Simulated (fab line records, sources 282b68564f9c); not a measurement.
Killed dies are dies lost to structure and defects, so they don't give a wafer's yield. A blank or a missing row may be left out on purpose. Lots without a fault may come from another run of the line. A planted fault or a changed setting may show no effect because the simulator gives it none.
A struck lot beside a sound one | flow rit_cmos | 44 steps out of a route of 202
Sound: wafers L555.1, L555.4, L555.6. Struck: wafers L561.2, L561.3, L561.6. The cause comes at the end.
At each step with rows: each side's tool, then ch and its chambers, then its first start. Under that, the readings that differ: sound wafers | struck wafers | difference of the means | sigmas: that difference in standard deviations of wafers without a fault.
alike: readings whose means differ by less than 2 such deviations, and words and numbers that are the same on both sides. not compared: withheld readings, readings that some wafer has no value for, bounds like >300 that may hide the same value, and numbers for which the record gives no deviation and whose values overlap.
The two part at a step that has a row with sigmas, a row that says differs or no value, or rows on one side only. Numbers that don't overlap but have no deviation are shown without sigmas and don't part them. A reading that every wafer of one side lacks parts them only if that side has two wafers or more.

first, 1 step without rows for these wafers: RIT_PRETRO_IMPLANT_08.
RIT_PRETRO_STRIP_09: strips in O2, time 180 s.
  sound on plasma_asher-01 ch 0,1, day 2 22:31; struck on plasma_asher-04 ch 0,1, day 4 05:56
  reading             | sound       | struck      | difference | sigmas
  rf_refl_power_W (W) | 7.2 7.0 7.0 | 5.7 5.6 5.7 | -1.4       | -2
  alike: drypump_motor_current_A
  not compared: rf_hours_counter_h
RIT_PRETRO_TW_MEAS_10:
  sound on film_metro-01, day 2 22:41; struck on film_metro-04, day 4 06:08
  alike: PRETRO_TW
then, 5 steps without rows for these wafers: RIT_GATE_WET_ETCH_00 (etches SiO2 in BOE, target depth 56 nm, time 60 s); RIT_GATE_CLEAN_01 (cleans in SC1, time 600 s); RIT_GATE_CLEAN_02 (cleans in dHF, time 30 s); RIT_GATE_CLEAN_03 (cleans in SC2, time 600 s); RIT_GATE_CLEAN_04 (cleans in dHF, time 60 s).
RIT_FOX2_THK_MEAS_91:
  sound on film_metro-02, day 2 23:13; struck on film_metro-01, day 4 06:37
  reading                     | sound       | struck      | difference | sigmas
  FIELD_OXIDE_LEFT_2_THK (nm) | 263 259 263 | 246 244 243 | -17        | -3
then, 2 steps without rows for these wafers: RIT_GATE_OXIDATION_05 (target thk 3 nm, ox time 270 s); RIT_GATE_ANNEAL_06 (time 600 s).
RIT_GATE_THK_MEAS_07:
  sound on film_metro-03, day 3 00:36; struck on film_metro-02, day 4 08:00
  alike: GATE_OXIDE_THK
RIT_GATE_CVD_08: deposits poly-Si from SiH4, target thk 250 nm, time 2220 s.
  sound on lpcvd-01 ch 1, day 3 00:40; struck on lpcvd-02 ch 1, day 4 08:03
  reading                                  | sound                | struck               | difference | sigmas
  spike_tc_centre_C (C)                    | 611.6 613.9 612.5    | 566.7 564.8 565.7    | -46.9      | -43
  spike_tc_load_C (C)                      | 631 631 632          | 586 586 586          | -45        | -13
  spike_tc_source_C (C)                    | 631.5 629.9 630.4    | 582.8 584.2 583.9    | -47.0      | -22
  susceptor_temp_C (C)                     | 610.23 610.31 610.00 | 564.46 564.54 564.85 | -45.56     | -99 or more
  zone_power_load_pct (%)                  | 12.4 12.2 12.3       | 10.0 9.8 9.9         | -2.4       | -4
  model.poly-Si_of_GATE_CVD_08.thk_nm (nm) | 247.7 249.9 248.7    | 80.4 80.61 80.63     | -168.2     |
  alike: zone_power_centre_pct
RIT_GATE_THK_MEAS_09:
  sound on film_metro-03, day 3 02:16; struck on film_metro-03, day 4 09:41
  reading            | sound             | struck         | difference | sigmas
  GATE_POLY_THK (nm) | 247.5 249.7 248.6 | 80.4 80.6 80.7 | -168.0     | -80
then, 6 steps without rows for these wafers: RIT_GATE_HMDS_10 (prime time 60 s); RIT_GATE_COAT_11 (resist thk 850 nm); RIT_GATE_SOFTBAKE_12 (time 60 s); RIT_GATE_EXPOSE_13 (exposes mask M6, target cd 150 nm); RIT_GATE_PEB_14; RIT_GATE_DEVELOP_15 (develop time 50 s).
RIT_GATE_CD_MEAS_16: target cd 150 nm.
  sound on cd_sem-01, day 3 03:11; struck on cd_sem-01, day 4 10:46
  alike: cd_nm
RIT_GATE_OVL_MEAS_17:
  sound on overlay-02, day 3 03:18; struck on overlay-01, day 4 10:52
  alike: GATE_OVL
then, 1 step without rows for these wafers: RIT_GATE_HARDBAKE_18 (time 60 s).
RIT_GATE_ETCH_19: etches poly-Si in SF6/CHF3/O2, stops on SiO2, time 165 s, target depth 312.5 nm.
  sound on rie_si-02 ch 0,1, day 3 03:29; struck on rie_si-02 ch 1,3, day 4 11:03
  reading                          | sound             | struck            | difference | sigmas
  oes_product_au (a.u.)            | 0.853 0.846 0.841 | 0.452 0.447 0.441 | -0.400     | -41
  model.GATE.feature_depth_nm (nm) | 247.7 249.9 248.7 | 80.4 80.61 80.63  | -168.2     |
  model.etch.depth_nm (nm)         | 247.7 249.9 248.7 | 80.4 80.61 80.63  | -168.2     |
  alike: CHF3_flow_sccm, drypump_motor_current_A, throttle_valve_pct
  not compared: rf_hours_counter_h
RIT_GATE_STRIP_20: strips in O2, time 180 s.
  sound on plasma_asher-01 ch 0,1, day 3 03:36; struck on plasma_asher-03 ch 1, day 4 11:10
  alike: drypump_motor_current_A, rf_refl_power_W
  not compared: rf_hours_counter_h
RIT_GATE_CD_MEAS_90: target cd 150 nm.
  sound on cd_sem-01, day 3 03:46; struck on cd_sem-02, day 4 11:21
  alike: cd_nm
then, 4 steps without rows for these wafers: RIT_REOX_CLEAN_00 (cleans in SC1, time 600 s); RIT_REOX_CLEAN_01 (cleans in dHF, time 30 s); RIT_REOX_CLEAN_02 (cleans in SC2, time 600 s); RIT_REOX_OXIDATION_03 (target thk 25.2 nm, ox time 5580 s).
RIT_REOX_THK_MEAS_04:
  sound on film_metro-02, day 3 07:01; struck on film_metro-02, day 4 14:25
  alike: REOX_OXIDE_THK
then, 6 steps without rows for these wafers: RIT_NLDD_HMDS_00 (prime time 60 s); RIT_NLDD_COAT_01 (resist thk 1000 nm); RIT_NLDD_SOFTBAKE_02 (time 60 s); RIT_NLDD_EXPOSE_03 (exposes mask M7, target cd 40700 nm); RIT_NLDD_PEB_04; RIT_NLDD_DEVELOP_05 (develop time 50 s).
RIT_NLDD_OVL_MEAS_06:
  sound on overlay-01, day 3 07:56; struck on overlay-01, day 4 15:19
  reading       | sound         | struck      | difference | sigmas
  NLDD_OVL (nm) | 0.4 -0.4 -1.7 | 3.0 3.5 0.9 | +3.0       | +2
then, 2 steps without rows for these wafers: RIT_NLDD_HARDBAKE_07 (time 60 s); RIT_NLDD_IMPLANT_08.
RIT_NLDD_STRIP_09: strips in O2, time 180 s.
  sound on plasma_asher-04 ch 1, day 3 08:16; struck on plasma_asher-01 ch 0, day 4 15:39
  reading             | sound       | struck      | difference | sigmas
  rf_refl_power_W (W) | 5.5 5.6 5.6 | 6.8 7.2 7.0 | +1.4       | +3
  alike: drypump_motor_current_A
  not compared: rf_hours_counter_h
RIT_NLDD_TW_MEAS_10:
  sound on film_metro-04, day 3 08:26; struck on film_metro-03, day 4 15:50
  reading | sound          | struck         | difference | sigmas
  NLDD_TW | 2497 2508 2516 | 2480 2457 2457 | -42        | -3
RIT_SDANNEAL_CLEAN_02: cleans in SC2, time 600 s.
  sound on wet_bench-01 ch 1, day 3 15:43; struck on wet_bench-01 ch 2, day 4 23:05
  reading                                  | sound           | struck            | difference | sigmas
  model.poly-Si_of_GATE_CVD_08.thk_nm (nm) | 161.3 162.6 163 | 21.78 21.87 21.87 | -140.46    |
RIT_M1_PROBE_99:
  sound on prober-01, day 3 23:16; struck on prober-01, day 5 07:26
  reading             | sound   | struck | difference | sigmas
  killed_at_front_end | 5 17 14 | 8 4 3  | -7         | -2
  killed_dies         | 5 17 14 | 8 4 3  | -7         | -2
  killed_short        | 5 8 8   | 2 2 2  | -5         | -2
  alike: killed_at_contacts, killed_open
  not compared: model.etest.pldd.rs_ohm_sq, model.etest.nldd.rs_ohm_sq, model.etest.nldd.width_nm, model.etest.pldd.width_nm, model.etest.pldd.line_ohm_um, model.etest.nldd.line_ohm_um, model.etest.pwell_pinched.rs_ohm_sq, model.etest.nwell_pinched.rs_ohm_sq

WHERE THEY PART
First at RIT_PRETRO_STRIP_09; last, within this record, at RIT_M1_PROBE_99.

WHY: what the simulator had put in
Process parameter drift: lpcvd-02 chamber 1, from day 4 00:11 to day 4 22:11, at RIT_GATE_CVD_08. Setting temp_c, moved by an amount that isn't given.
